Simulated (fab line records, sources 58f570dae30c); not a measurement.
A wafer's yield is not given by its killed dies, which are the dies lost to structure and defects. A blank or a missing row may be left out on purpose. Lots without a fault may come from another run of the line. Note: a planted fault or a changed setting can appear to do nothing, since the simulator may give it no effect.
8D (eight disciplines) problem report, filled in by code / flow berkeley cmos170 / the parts of the form that need people (team, actions taken, sign-off) are left out

## 1. THE PROBLEM
Mean of oes product au at UCB170_V2_ETCH_14: 0.786 a.u. across 3 wafers in 2 lots; on wafers with no fault it is 0.879 a.u. (standard deviation 0.0092). Measured from the usual mean, that is -10 standard deviations.
The step: etches SiO2 in CHF3/CF4/Ar, stops on Al, target depth 1250 nm, time 291 s.
First seen on wafer L996.3, day 8 11:43, on rie diel-04. The record holds 42 wafers of 14 lots with a number at this step. By rule, "out" or "out of limits" means more than 4 standard deviations away from the usual mean. Any other wafer with a number is counted as sound.

## 2. WHAT IT IS; WHAT IT IS NOT
question=which readings at this step | is=oes product au | is not=chamber pressure mTorr, drypump motor current A, mfc ar sccm, throttle valve pct
question=which lots | is=L996, L999 | is not=L106, L108, L109, L110, L111, L113, L114, L115, L116, L993, L994, L995
question=which wafers of those lots | is=L996.3, L999.4, L999.5 | is not=L996.1, L996.6, L999.6
question=read on which tools | is=rie diel-04 | is not=rie diel-01, rie diel-02
question=when | is=from day 8 11:43 | is not=up to then (11 sound wafers); but 28 sound wafers of L106, L108, L109, L110, L111, L113, L114, L115, L116, L999 came after

## 3. THE SUSPECTS, EACH WITH WHAT RULES IT OUT
Counting: if a tool at a process step up to the reading ran every lot that is out, it stays a suspect. Sound lots after the first of them don't rule it out here, since some wafers of a struck lot are sound.
- rie diel-04 at UCB170_V2_ETCH_14 (etches SiO2 in CHF3/CF4/Ar, stops on Al, target depth 1250 nm, time 291 s): kept. Ran every lot that is out, first one L996 (day 8 11:43); last sound lot up to then L995 (day 7 15:51). Its own readings are out on those wafers: oes product au.
- rie diel-04, UCB170_V2_ETCH_14: wafers that are out in chamber 2, sound lot-mates in chambers 0, 3.
Left after counting: rie diel-04 at UCB170_V2_ETCH_14.

## 4. THE CAUSE (what the simulator had put in)
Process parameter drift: rie diel-04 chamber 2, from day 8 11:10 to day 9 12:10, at UCB170_V2_ETCH_14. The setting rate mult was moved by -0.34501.
After counting, this tool was the only one left.

## 5. SEQUENCE OF EFFECTS, ordered by route
One row per reading whose mean, taken over the struck wafers that have a number, lies over 3 standard deviations from the usual. Readings are gone through only where the record gives a usual standard deviation; hours: the median, over the lots, of the time from a lot's start at the first step in this table giving one to that lot's start at this step; sigmas: the change measured in usual standard deviations.
hours=0; step=UCB170_V2_ETCH_14; reading=oes product au; usual=0.879 a.u.; on struck wafers=0.786; change=-0.093; sigmas=-10
hours=0; step=UCB170_V2_STRIP_15; reading=strip time to endpoint s; usual=15.38 s; on struck wafers=17.51; change=+2.13; sigmas=+19
The process steps in it:
- UCB170_V2_ETCH_14: etches SiO2 in CHF3/CF4/Ar, stops on Al, target depth 1250 nm, time 291 s.
- UCB170_V2_STRIP_15: strips in O2.
At these later measuring or inspecting steps, every struck wafer for which the step has a row has a number for every such reading, and none has moved that far: UCB170_V2_CD_MEAS_90.

## 6. WHAT WOULD HAVE CAUGHT IT SOONER
In this record the first reading out of limits was taken at day 8 11:43, 1 hour after the fault began at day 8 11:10.
